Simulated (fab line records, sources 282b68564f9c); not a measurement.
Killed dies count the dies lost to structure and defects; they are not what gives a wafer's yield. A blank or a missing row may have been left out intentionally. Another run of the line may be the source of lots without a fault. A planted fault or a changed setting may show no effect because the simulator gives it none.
Struck lot and sound lot, side by side    flow rit cmos    14 steps out of a route of 202
Sound: these wafers, L928.3, L928.4, L928.5. Struck: wafers L926.1, L926.4, L926.6. Last of all comes the cause.
Each step with rows lists, per side, the tool, then ch with its chambers, then its first start. Under that, the readings that differ: sound wafers    struck wafers    difference of the means    sigmas: that difference in standard deviations of wafers without a fault.
alike: same words and numbers on both sides, and readings whose means sit less than 2 such deviations apart. not compared: any withheld reading, any reading some wafer has no value for, any bound like >300 that may hide the same value, and any number with overlapping values for which the record gives no deviation.
Wherever a step has rows on one side only, a row that says differs or no value, or a row with sigmas, the two part there. When numbers do not overlap yet have no deviation, they are printed without sigmas and do not part them. A reading that every wafer of one side lacks parts them only if that side has two wafers or more.

first, 2 steps without rows for these wafers: RIT_SDANNEAL_CLEAN_01 (cleans in dHF, time 30 s); RIT_SDANNEAL_CLEAN_02 (cleans in SC2, time 600 s).
RIT_SDANNEAL_RTA_03: time 5 s.
  sound on rtp anneal-02 ch 0, day 5 17:35; struck on rtp anneal-02 ch 0, day 5 04:23
  alike: ramp up c per s, wafer_temp_C_max
RIT_SDANNEAL_RS_MEAS_04: measurement is done with a four-point probe.
  sound on film metro-04, day 5 17:40; struck on film metro-04, day 5 04:26
  alike: PSD_RS
RIT_SDANNEAL_RS_MEAS_05: measurement is done with a four-point probe.
  sound on film metro-04, day 5 17:47; struck on film metro-04, day 5 04:34
  alike: NSD_RS
RIT_SDANNEAL_RS_MEAS_06: measurement is done with a four-point probe.
  sound on film metro-04, day 5 17:54; struck on film metro-04, day 5 04:41
  alike: PLDD_RS
RIT_SDANNEAL_RS_MEAS_07: measurement is done with a four-point probe.
  sound on film metro-04, day 5 18:01; struck on film metro-04, day 5 04:48
  alike: NLDD_RS
then, 1 step without rows for these wafers: RIT_SILICIDE_WET_ETCH_00 (etches SiO2 in BOE, target depth 14 nm, time 15 s).
RIT_SILICIDE_SPUTTER_01: material Ti, target thk 30 nm, time 240 s.
  sound on pvd sputter-04, day 5 18:07; struck on pvd sputter-04, day 5 04:56
  alike: substrate temp c, throttle valve pct
RIT_SILICIDE_RS_MEAS_02: measurement is done with a four-point probe.
  sound on film metro-01, day 5 18:18; struck on film metro-01, day 5 05:05
  alike: SILICIDE_TI_RS
RIT_SILICIDE_THK_MEAS_03: measures by xrf.
  sound on film metro-01, day 5 18:24; struck on film metro-01, day 5 05:12
  alike: SILICIDE_TI_THK
RIT_SILICIDE_RTA_04: time 10 s, ramp up 5 s, ramp down 5 s.
  sound on rtp anneal-01 ch 0, day 5 18:28; struck on rtp anneal-01 ch 0, day 5 05:16
  alike: wafer_temp_C_max
RIT_SILICIDE_WET_ETCH_05: etches Ti in SPM, time 120 s.
  sound on wet bench-04 ch 2, day 5 18:31; struck on wet bench-02 ch 2, day 5 05:20
  no value came back on the struck wafers for bath guard temp C (C), bath heat duty pct (%), time s (s); on the sound wafers bath guard temp C (C) reads 89.9 89.3 89.1
RIT_SILICIDE_RTA_06: time 10 s, ramp up 5 s, ramp down 10 s.
  sound on rtp anneal-02 ch 0, day 5 18:34; struck on rtp anneal-02 ch 0, day 5 05:22
  alike: wafer_temp_C_max

== WHERE THEY PART ==
At RIT_SILICIDE_WET_ETCH_05 and nowhere else, as far as this record goes. Later steps at which nothing parts them and some readings are alike: RIT_SILICIDE_RTA_06.

WHY: whatever the simulator had introduced
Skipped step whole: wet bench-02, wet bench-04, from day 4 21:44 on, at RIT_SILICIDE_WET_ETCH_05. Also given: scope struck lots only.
